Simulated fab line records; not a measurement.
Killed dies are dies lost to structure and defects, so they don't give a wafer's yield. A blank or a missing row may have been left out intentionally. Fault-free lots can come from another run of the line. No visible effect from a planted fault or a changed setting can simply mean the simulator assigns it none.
Comparing a struck lot with a sound one / flow berkeleyCmos170 / 14 steps out of a route of 331
Sound: wafers L600.1, L600.4, L600.5. Wafers L610.2, L610.3, L610.5 were the ones struck. The cause is named last.
Per side, at each step with rows, come the tool, then ch with its chambers, and then its first start. Under that, the readings that differ: sound wafers / struck wafers / difference of the means / sigmas: that difference in standard deviations of wafers without a fault.
alike: readings whose means differ by less than 2 such deviations, and words and numbers that are the same on both sides. not compared: withheld readings, readings that some wafer has no value for, bounds like >300 that may hide the same value, and numbers for which the record gives no deviation and whose values overlap.
The two part at a step that has a row with sigmas, a row that says differs or no value, or rows on one side only. Numbers that don't overlap but have no deviation are shown without sigmas and don't part them. A reading missing from all wafers of one side parts the sides only when that side holds two or more wafers.

first, 2 steps without rows for these wafers: UCB170_GATE_PEB_10; UCB170_GATE_DEVELOP_11 (develop time 45 s).
UCB170_GATE_CD_MEAS_12: target cd 350 nm.
  sound on cdSem-02, day 9 09:05; struck on cdSem-02, day 11 02:47
  alike: cdNm
UCB170_GATE_OVL_MEAS_13:
  sound on overlay-01, day 9 09:12; struck on overlay-01, day 11 02:53
  alike: GATE_OVL
UCB170_GATE_ETCH_14: etches BARC in N2/H2.
  sound on rieDiel-03 ch 1,3, day 9 09:14; struck on rieDiel-04 ch 0,1,2, day 11 02:55
reading=oesProductAu (a.u.); sound=1.029 1.008 1.034; struck=0.984 0.992 0.959; difference=-0.045; sigmas=-2
  alike: drypumpMotorCurrentA, h2FlowSccm, throttleValvePct
UCB170_GATE_ETCH_15: etches poly-Si in HBr/Cl2, stops on SiO2, time 56.3 s, target depth 278.2 nm.
  sound on rieSi-02 ch 0,1,2, day 9 09:17; struck on rieSi-02 ch 1,2,3, day 11 02:58
  alike: drypumpMotorCurrentA, mfcCl2Sccm, oesProductAu, throttleValvePct
  not compared: rfHoursCounterH
UCB170_GATE_STRIP_16: strips in O2.
  sound on plasmaAsher-01 ch 1, day 9 09:19; struck on plasmaAsher-03 ch 1, day 11 03:00
  alike: drypumpMotorCurrentA, oesProductAu
  not compared: rfHoursCounterH
UCB170_GATE_CD_MEAS_90: target cd 350 nm.
  sound on cdSem-02, day 9 09:34; struck on cdSem-01, day 11 03:07
  alike: cdNm
then, 4 steps without rows for these wafers: UCB170_GATE_CLEAN_17 (cleans in SPM, time 600 s); UCB170_PLDD_HMDS_00 (prime time 60 s); UCB170_PLDD_COAT_01 (resist thk 900 nm); UCB170_PLDD_SOFTBAKE_02 (time 60 s).
UCB170_PLDD_EXPOSE_03: exposes mask PSELECT, target cd 1200 nm.
  sound on krfScanner-01 ch 0, day 9 11:36; struck on krfScanner-02, day 11 04:40
  no value came back on the struck wafers for exposureDoseMJCm2, focusOffsetNm (nm); on the sound wafers exposureDoseMJCm2 reads 29.94 29.94 29.94
  alike: mask
then, 1 step without rows for these wafers: UCB170_PLDD_PEB_04.

WHERE THEY PART
First at UCB170_GATE_ETCH_14; last, within this record, at UCB170_PLDD_EXPOSE_03.

WHY: whatever the simulator had introduced
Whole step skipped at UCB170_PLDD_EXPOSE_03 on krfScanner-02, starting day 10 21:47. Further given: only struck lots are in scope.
